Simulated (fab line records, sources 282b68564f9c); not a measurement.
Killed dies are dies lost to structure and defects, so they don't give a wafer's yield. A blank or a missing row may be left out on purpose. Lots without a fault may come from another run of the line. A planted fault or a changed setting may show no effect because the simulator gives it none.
One fault seen from 2 desks | flow rit_cmos | each desk has only its own numbers; what lay behind them comes last

THE METROLOGY DESK
What the gauges read, lot by lot, whatever tool the lot ran on: means of the sampled wafers that have a number. A lot is out of limits, marked OUT, if its mean lies more than 4 standard deviations from the usual mean; the brackets give that distance.
Columns: A = GATE_OVL at RIT_GATE_OVL_MEAS_17, usual -1.4 nm; B = NLDD_OVL at RIT_NLDD_OVL_MEAS_06, usual -0.3 nm; C = NSD_TW at RIT_NSD_TW_MEAS_10, usual 3131; D = NSD_RS at RIT_SDANNEAL_RS_MEAS_05, usual 84.36 ohm/sq
lot  | first seen here | A    | B    | C              | D
L343 | day 2 12:19     | -1.9 | 1.1  | 3120           | 84.46
L345 | day 2 22:51     | -2.6 | -1.7 | 3130           | 84.54
L347 | day 3 09:09     | -2.2 | -1.8 | 3133           | 83.84
L348 | day 3 16:52     | -2.3 | 0.7  | 3142           | 84.20
L349 | day 3 20:11     | -2.8 | 0.4  | 3135           | 84.35
L350 | day 4 05:08     | -0.4 | 2.5  | 3127           | 84.13
L351 | day 4 07:07     | 0.0  | 1.5  | 3128           | 84.28
L352 | day 4 12:04     | -0.4 | -0.1 | 3133           | 84.21
L353 | day 4 15:14     | -1.5 | 1.6  | 3098           | 84.18
L354 | day 4 19:44     | -1.0 | -0.7 | 3134           | 84.62
L357 | day 5 12:08     | -1.7 | -0.5 | 3126           | 84.09
L360 | day 6 01:29     | -0.4 | -0.1 | 2903 (-15) OUT | 110.63 (+91) OUT
L362 | day 6 12:20     | -1.0 | -1.9 | 2882 (-17) OUT | 110.66 (+91) OUT
L363 | day 6 17:34     | 0.1  | -0.3 | 3124           | 84.44
This desk's finding: out of limits on L360, L362; first on L360, day 6 14:55 (NSD_TW at RIT_NSD_TW_MEAS_10). In limits: L343, L345, L347, L348, L349, L350, L351, L352, L353, L354, L357, L363.

THE TOOL OWNER'S DESK: implanter-01
The tool's own readings at RIT_NSD_IMPLANT_08: means of the sampled wafers that have a number, for each lot that ran on this tool. A lot is out of limits, marked OUT, if its mean lies more than 4 standard deviations from the usual mean; the brackets give that distance.
Columns: A = beam_energy_keV at RIT_NSD_IMPLANT_08, usual 25.351; B = dose_ions_cm2 at RIT_NSD_IMPLANT_08, usual 1.0002e+15; C = end_station_pressure_torr at RIT_NSD_IMPLANT_08, usual 7.6e-06 Torr; D = faraday_current_uA at RIT_NSD_IMPLANT_08, usual 3129
lot  | first seen here | A      | B                            | C       | D
L348 | day 4 03:47     | 25.342 | 1.0002e+15                   | 7.6e-06 | 3153
L349 | day 4 06:31     | 25.347 | 9.9970e+14                   | 8.0e-06 | 3111
L351 | day 4 17:07     | 25.349 | 1.0001e+15                   | 7.6e-06 | 3125
L354 | day 5 06:22     | 25.359 | 9.9970e+14                   | 7.5e-06 | 3136
L360 | day 6 14:35     | 25.361 | 7.1603e+14 (-99 or more) OUT | 6.7e-06 | 2260 (-15) OUT
L362 | day 6 22:44     | 25.361 | 7.1817e+14 (-99 or more) OUT | 6.5e-06 | 2260 (-15) OUT
This desk's finding: out of limits on L360, L362; first on L360, day 6 14:35 (dose_ions_cm2 at RIT_NSD_IMPLANT_08). In limits: L348, L349, L351, L354.

PUT TOGETHER
The tool owner's desk could have raised an alarm at day 6 14:35, on L360, L362.
The metrology desk could have raised an alarm at day 6 14:55, on L360, L362.
Of the lots named, all ran RIT_NSD_IMPLANT_08 on implanter-01.

WHAT THE SIMULATOR HAD PUT IN
Process parameter drift: implanter-01, from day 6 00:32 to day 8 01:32, at RIT_NSD_IMPLANT_08. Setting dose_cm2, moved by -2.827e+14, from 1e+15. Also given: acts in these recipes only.
Lots struck among those shown: L360, L362.
Hours from the fault's start to each desk's first reading out of limits: the tool owner's desk, 14; the metrology desk, 14.
